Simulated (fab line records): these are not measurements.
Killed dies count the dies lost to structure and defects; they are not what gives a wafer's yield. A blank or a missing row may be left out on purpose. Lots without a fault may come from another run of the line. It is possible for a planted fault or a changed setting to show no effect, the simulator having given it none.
A struck lot beside a sound one | flow ritCmos | 29 out of 202 route steps
Sound: the wafers L505.1, L505.3, L505.4. Wafers L489.2, L489.5, L489.6 were the ones struck. The cause is named last.
Each step with rows lists, per side, the tool, then ch with its chambers, then its first start. Under that, the readings that differ: sound wafers | struck wafers | difference of the means | sigmas: that difference in standard deviations of wafers without a fault.
alike: readings with means less than 2 such deviations apart, plus words and numbers identical on both sides. not compared: withheld readings, readings lacking a value on some wafer, bounds such as >300 that could conceal the same value, and numbers that have no deviation in the record and whose values overlap.
A row with sigmas, a row that says differs or no value, or rows on one side alone: a step with any of these is where the two part. When numbers do not overlap yet have no deviation, they are printed without sigmas and do not part them. Lack of a reading on every wafer of one side parts them only where that side has two or more wafers.

first, 6 steps without rows for these wafers: RIT_SDANNEAL_CLEAN_02 (cleans in SC2, time 600 s); RIT_SDANNEAL_RTA_03 (time 5 s); RIT_SILICIDE_WET_ETCH_00 (etches SiO2 in BOE, target depth 14 nm, time 15.33 s); RIT_SILICIDE_SPUTTER_01 (material Ti, target thk 30 nm, time 240 s); RIT_SILICIDE_RTA_04 (time 10 s, ramp up 5 s, ramp down 5 s); RIT_SILICIDE_WET_ETCH_05 (etches Ti in SPM, time 120 s).
RIT_SILICIDE_RTA_06: time 10 s, ramp up 5 s, ramp down 10 s.
  sound on rtpAnneal-01 ch 0, day 7 17:08; struck on rtpAnneal-01 ch 0, day 4 07:22
  alike: wafer_temp_C_max
then, 21 steps without rows for these wafers: RIT_CONTACT_CVD_00 (deposits SiO2 from TEOS, target thk 400 nm, time 61 s); RIT_CONTACT_HMDS_02 (prime time 60 s); RIT_CONTACT_COAT_03 (resist thk 1000 nm); RIT_CONTACT_SOFTBAKE_04 (time 60 s); RIT_CONTACT_EXPOSE_05 (exposes mask M11, target cd 1000 nm); RIT_CONTACT_PEB_06; RIT_CONTACT_DEVELOP_07 (develop time 120 s); RIT_CONTACT_HARDBAKE_10 (time 60 s); RIT_CONTACT_ETCH_11 (etches SiO2 in CHF3/CF4/Ar, stops on TiSi2, target depth 480 nm, time 320 s); RIT_CONTACT_STRIP_12 (strips in O2, time 180 s); RIT_CONTACT_CLEAN_13 (cleans in SC1, time 600 s); RIT_CONTACT_CLEAN_14 (cleans in SC2, time 600 s); RIT_M1_SPUTTER_00 (material Al, target thk 400 nm, time 500 s); RIT_M1_HMDS_03 (prime time 60 s); RIT_M1_COAT_04 (resist thk 1283 nm); RIT_M1_SOFTBAKE_05 (time 60 s); RIT_M1_EXPOSE_06 (exposes mask M12, target cd 2600 nm); RIT_M1_PEB_07; RIT_M1_DEVELOP_08 (develop time 68 s); RIT_M1_HARDBAKE_11 (time 120 s); RIT_M1_METAL_ETCH_12 (etches Al in Cl2/BCl3, stops on SiO2, time 165 s, target depth 600 nm).
RIT_M1_PROBE_99:
  struck on prober-02, day 4 15:51; sound on prober-02, day 8 01:10
reading                        | sound             | struck            | difference | sigmas
model.etest.nplusSal.rsOhmSq   | 4.319 4.227 4.207 | 4.183 4.184 4.162 | -0.075     | 
model.etest.pplusSal.lineOhmUm | 1.261 1.251 1.239 | 1.224 1.215 1.229 | -0.028     | 
model.etest.nplusSal.lineOhmUm | 1.256 1.244 1.252 | 1.215 1.217 1.228 | -0.031     | 
  alike: killed_at_M0_to_M3, killedAtContacts, killedAtFrontEnd, killedDies, killedOpen, killedShort
  not compared: model.etest.npolySal.rsOhmSq, model.etest.ppolySal.rsOhmSq, model.etest.pplusSal.rsOhmSq

WHERE THEY PART
Nowhere in this record.

WHY: whatever the simulator had introduced
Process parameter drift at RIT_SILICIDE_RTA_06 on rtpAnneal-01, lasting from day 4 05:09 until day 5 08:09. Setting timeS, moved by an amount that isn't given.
